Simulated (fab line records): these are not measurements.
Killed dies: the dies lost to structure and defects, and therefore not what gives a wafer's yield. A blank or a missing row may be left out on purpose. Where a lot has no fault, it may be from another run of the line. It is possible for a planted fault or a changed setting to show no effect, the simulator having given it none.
Which of the tools did it? -- flow rit_cmos -- 15 lots with 45 wafers sampled at 6 steps, on a route of 202 steps

WHAT EACH GAUGE READ, for each wafer
RIT_PRETRO_OVL_MEAS_06.
lot,measured,on,PRETRO_OVL (nm)
L707,day 2 08:10,overlay-01,1.5 1.8 1.9
L709,day 2 21:36,overlay-01,1.5 -0.2 0.7
L711,day 3 05:21,overlay-01,2.8 0.8 0.3
L713,day 3 19:11,overlay-01,0.2 -1.2 -0.1
L714,day 4 00:05,overlay-01,0.1 -0.4 -0.3
L716,day 4 07:16,overlay-02,1.8 2.4 2.2
L718,day 4 17:11,overlay-01,1.8 2.3 2.0
L720,day 5 05:31,overlay-02,0.1 -1.4 -0.2
L722,day 5 13:05,overlay-02,1.7 1.2 1.8
L725,day 6 02:11,overlay-01,0.2 -0.8 -0.5
L726,day 6 08:32,overlay-02,0.6 1.4 0.5
L727,day 6 13:17,overlay-02,-1.5 -0.8 -1.7
L728,day 6 16:57,overlay-02,-4.3 -2.6 -2.2
L729,day 7 00:03,overlay-01,0.1 1.2 1.7
L730,day 7 06:29,overlay-01,-0.2 0.3 1.0

RIT_NLDD_OVL_MEAS_06.
lot,measured,on,NLDD_OVL (nm)
L707,day 2 19:43,overlay-02,0.1 -0.7 -0.6
L709,day 3 13:43,overlay-02,-1.5 -1.4 -1.8
L711,day 3 17:16,overlay-01,-0.5 -0.5 0.1
L713,day 4 08:11,overlay-02,-2.0 -0.8 -1.1
L714,day 4 10:44,overlay-01,-0.5 1.4 -1.0
L716,day 4 20:05,overlay-01,2.2 2.5 3.0
L718,day 5 06:23,overlay-02,-0.4 -1.2 -0.8
L720,day 5 17:19,overlay-01,-1.3 0.8 0.8
L722,day 6 01:41,overlay-02,-3.3 -2.5 -2.5
L725,day 6 17:19,overlay-02,- - -
L726,day 6 22:20,overlay-02,- - -
L727,day 7 01:00,overlay-01,- - -
L728,day 7 06:11,overlay-02,-0.1 -0.9 0.3
L729,day 7 12:31,overlay-02,-0.4 0.1 0.8
L730,day 7 19:18,overlay-02,-3.0 -1.9 -3.2

RIT_PLDD_TW_MEAS_10.
lot,measured,on,PLDD_TW
L707,day 2 21:49,film_metro-01,2355 2365 2360
L709,day 3 15:40,film_metro-01,2363 2348 2354
L711,day 3 19:11,film_metro-01,2357 2354 2354
L713,day 4 10:07,film_metro-02,2371 2376 2381
L714,day 4 12:48,film_metro-04,2376 2356 2360
L716,day 4 22:11,film_metro-01,2353 2353 2349
L718,day 5 08:27,film_metro-04,2371 2367 2368
L720,day 5 19:22,film_metro-04,2365 2361 2359
L722,day 6 03:43,film_metro-04,2371 2354 2360
L725,day 6 19:15,film_metro-02,2903 2896 2890
L726,day 7 00:23,film_metro-01,2904 2904 2881
L727,day 7 02:56,film_metro-04,2871 2865 2877
L728,day 7 08:21,film_metro-04,2351 2348 2345
L729,day 7 14:34,film_metro-01,2362 2378 2385
L730,day 7 21:17,film_metro-01,2371 2370 2377

RIT_NSD_TW_MEAS_10.
lot,measured,on,NSD_TW
L707,day 3 01:46,film_metro-01,3133 3145 3139
L709,day 3 19:34,film_metro-02,3169 3161 3183
L711,day 3 23:15,film_metro-01,3137 3150 3129
L713,day 4 14:04,film_metro-02,3166 3165 3166
L714,day 4 17:11,film_metro-01,3164 3155 3165
L716,day 5 02:06,film_metro-02,3181 3189 3165
L718,day 5 12:22,film_metro-01,3143 3151 3157
L720,day 5 23:17,film_metro-01,3168 3154 3154
L722,day 6 07:53,film_metro-04,3152 3159 3169
L725,day 6 23:19,film_metro-01,3383 3385 3372
L726,day 7 04:18,film_metro-01,3362 3359 3346
L727,day 7 07:12,film_metro-01,3354 3343 3356
L728,day 7 12:16,film_metro-04,3129 3120 3121
L729,day 7 18:53,film_metro-01,3163 3156 3172
L730,day 8 01:32,film_metro-02,3184 3176 3175

RIT_PSD_OVL_MEAS_06.
lot,measured,on,PSD_OVL (nm)
L707,day 3 02:40,overlay-02,1.3 1.5 0.1
L709,day 3 20:36,overlay-01,1.5 1.0 2.1
L711,day 4 00:22,overlay-02,-2.2 -1.8 -0.5
L713,day 4 15:05,overlay-01,3.8 1.6 2.8
L714,day 4 18:26,overlay-01,0.5 0.2 0.3
L716,day 5 03:01,overlay-02,1.1 0.7 -0.1
L718,day 5 13:16,overlay-01,0.7 1.1 1.4
L720,day 6 00:12,overlay-02,1.4 0.4 1.8
L722,day 6 08:47,overlay-01,0.7 1.5 0.6
L725,day 7 00:20,overlay-02,0.7 1.4 0.6
L726,day 7 05:13,overlay-01,0.6 -0.4 0.3
L727,day 7 08:07,overlay-01,3.1 3.6 3.1
L728,day 7 13:10,overlay-01,3.0 3.0 3.6
L729,day 7 19:55,overlay-01,1.6 1.9 1.2
L730,day 8 02:34,overlay-02,1.2 1.3 1.0

WHICH TOOL RAN EACH LOT (tool, then ch and the chambers of the sampled wafers, then the start)
lot,RIT_NLDD_COAT_01
L707,"litho_track-01 ch 0, day 2 18:56"
L709,"litho_track-01 ch 0, day 3 12:53"
L711,"litho_track-03 ch 0, day 3 16:26"
L713,"litho_track-01 ch 0, day 4 07:21"
L714,"litho_track-02 ch 0, day 4 09:56"
L716,"litho_track-01 ch 0, day 4 19:23"
L718,"litho_track-01 ch 0, day 5 05:44"
L720,"litho_track-01 ch 0, day 5 16:37"
L722,"litho_track-02 ch 0, day 6 01:03"
L725,"litho_track-01, day 6 16:38"
L726,"litho_track-01, day 6 21:30"
L727,"litho_track-02, day 7 00:18"
L728,"litho_track-03 ch 0, day 7 05:16"
L729,"litho_track-02 ch 0, day 7 11:42"
L730,"litho_track-01 ch 0, day 7 18:25"
- RIT_NLDD_COAT_01: resist thk 1000 nm.

AS READ BY THE TOOLS THEMSELVES (means over the sampled wafers that have a number; for cases with no such wafer, the mark the record gives instead)
RIT_NLDD_COAT_01.
lot,tool,chill_plate_temp_C (C),dispense_pressure_kPa (kPa),exhaust_pa (Pa)
L707,litho_track-01,22.86,50.3,45.5
L709,litho_track-01,23.00,50.3,44.2
L711,litho_track-03,23.01,47.1,44.9
L713,litho_track-01,22.99,50.3,45.0
L714,litho_track-02,22.97,50.6,45.2
L716,litho_track-01,23.10,50.3,44.1
L718,litho_track-01,22.97,50.3,44.5
L720,litho_track-01,22.91,50.3,44.4
L722,litho_track-02,23.02,50.6,44.6
L725,litho_track-01,-,-,-
L726,litho_track-01,-,-,-
L727,litho_track-02,-,-,-
L728,litho_track-03,23.01,47.0,45.9
L729,litho_track-02,22.96,50.6,43.5
L730,litho_track-01,22.99,50.3,44.5

THE ANSWER, worked out from the rows above alone
Rule: the lots themselves supply what counts as usual. Put in order of their means at a reading, lots are off if they are a third of the lots or fewer, leave a main group of 4 or more, and stand apart from it by a gap of 3 or more times the standard deviation of the main group's means; of several such gaps the widest counts. Not used: any main group whose means are identical at the precision the tables above print for the reading. Also off: a lot with no number at a reading for which 4 or more lots have one. All remaining lots with rows at the step are treated as sound. After the gauges, taken in route order, come the tools' own readings; for these a lot's mean is taken, as printed above. The first step at which some lot is off is used, and at that step the reading that is off furthest; a lot without a number counts as furthest.
Off: L725, L726, L727, seen at RIT_NLDD_OVL_MEAS_06 (NLDD_OVL). Without a number there: L725, L726, L727. Main group: mean -0.6 nm, sd 1.4.
If a tool, at a process step before that reading, ran all the lots that are off and no sound lot after the first of them, it fits. The gauges at RIT_NLDD_OVL_MEAS_06 aren't tried: what is off there is off at RIT_PLDD_TW_MEAS_10 too, on other tools, and a gauge's error can't cause that. None of those tried fits.

WHAT THE SIMULATOR HAD INSERTED
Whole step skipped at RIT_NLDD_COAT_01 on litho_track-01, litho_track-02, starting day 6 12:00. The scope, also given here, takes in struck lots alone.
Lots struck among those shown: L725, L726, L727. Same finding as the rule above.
